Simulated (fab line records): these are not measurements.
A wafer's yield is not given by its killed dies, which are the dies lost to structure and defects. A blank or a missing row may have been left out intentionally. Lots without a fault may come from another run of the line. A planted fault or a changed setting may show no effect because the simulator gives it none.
Split-lot experiment | flow berkeleyCmos170 | route with 331 steps; 5 lots, 23 wafers read

ON THE SPLIT
At UCB170_PVT_IMPLANT_07, the setting doseCm2 was moved away from the recipe's 2e+12 on 7 of the 23 wafers read, by -3.2% to +6.4%. All remaining wafers had this setting at the recipe value.

SPLIT TO READING: what lies between them in the file, 1 step
- UCB170_PVT_STRIP_08: strips in O2

THE READING
PVT_TW, at UCB170_PVT_TW_MEAS_09. On this fab line, fault-free wafers typically give 509 with a standard deviation of 4.7.

wafer  | tool, chamber at the split | doseCm2 as run | against the recipe | PVT_TW | against lot-mates on the recipe
L077.2 | implanter-02, 0            | 2e+12          | recipe             | 509    | -
L077.3 | implanter-02, 0            | 2e+12          | recipe             | 509    | -
L077.4 | implanter-02, 0            | 2e+12          | recipe             | 512    | -
L077.5 | implanter-02, 0            | 2e+12          | recipe             | 511    | -
L077.6 | implanter-02, 0            | 2e+12          | recipe             | 511    | -
L078.1 | implanter-04, 0            | 2e+12          | recipe             | 507    | -
L078.2 | implanter-04, 0            | 2.128e+12      | +6.4%              | 521    | +12
L078.3 | implanter-04, 0            | 2e+12          | recipe             | 509    | -
L078.4 | implanter-04, 0            | 2.128e+12      | +6.4%              | 521    | +12
L078.5 | implanter-04, 0            | 2e+12          | recipe             | 511    | -
L083.1 | implanter-03, 0            | 1.95e+12       | -2.5%              | 509    | -4
L083.2 | implanter-03, 0            | 1.95e+12       | -2.5%              | 508    | -5
L083.3 | implanter-03, 0            | 2e+12          | recipe             | 511    | -
L083.5 | implanter-03, 0            | 2e+12          | recipe             | 513    | -
L083.6 | implanter-03, 0            | 2e+12          | recipe             | 514    | -
L082.2 | implanter-02, 0            | 2e+12          | recipe             | 509    | -
L082.4 | implanter-02, 0            | 2e+12          | recipe             | 508    | -
L082.5 | implanter-02, 0            | 2e+12          | recipe             | 508    | -
L084.1 | implanter-04, 0            | 1.936e+12      | -3.2%              | 504    | -8
L084.2 | implanter-04, 0            | 2e+12          | recipe             | 512    | -
L084.4 | implanter-04, 0            | 1.936e+12      | -3.2%              | 505    | -6
L084.5 | implanter-04, 0            | 2e+12          | recipe             | 511    | -
L084.6 | implanter-04, 0            | 1.936e+12      | -3.2%              | 505    | -6

FIT RESULTS
A straight line over all 23 wafers: PVT_TW changes by +1.6 for each +1% of doseCm2; r = +0.91; the points scatter about the line by 1.8.
The same after taking each lot's own level away (the mean of its wafers on the recipe; 23 wafers): +1.92 for each +1%; r = +0.97; scatter 1.1.
Per that fit: largest doseCm2 move, reading shift of 12.
Across the lots, their own levels run from 508.3 to 512.7, a range of 0.9 times the standard deviation given above.
In other words, the slope is changed by the lot-to-lot level; the two fits disagree.
Check: +12.3 against its lot-mates is what the line predicts for one of the wafers moved furthest among these (+6.4%) when that wafer is left out of the fit. It came out at +12 against them.

ADDITIONAL SPLITS CARRIED BY THESE WAFERS
These wafers also went through other splits before the reading. Each is held against what the fit with the lots' levels taken away leaves over:
other split on the same wafers  | wafers away from the commonest value | r with PVT_TW (lot level and that fit taken away)
UCB170_START_OXIDATION_02 tempC | 15                                   | +0.05
UCB170_PWELL_OXIDATION_02 tempC | 15                                   | -0.10
UCB170_PWELL_CVD_05 timeS       | 18                                   | +0.08
UCB170_NVT_COAT_01 spinRpm      | 7                                    | +0.08

THE FILE'S OWN FIT
PVT_TW changes by +1.91 for each +1% of doseCm2, r = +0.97.
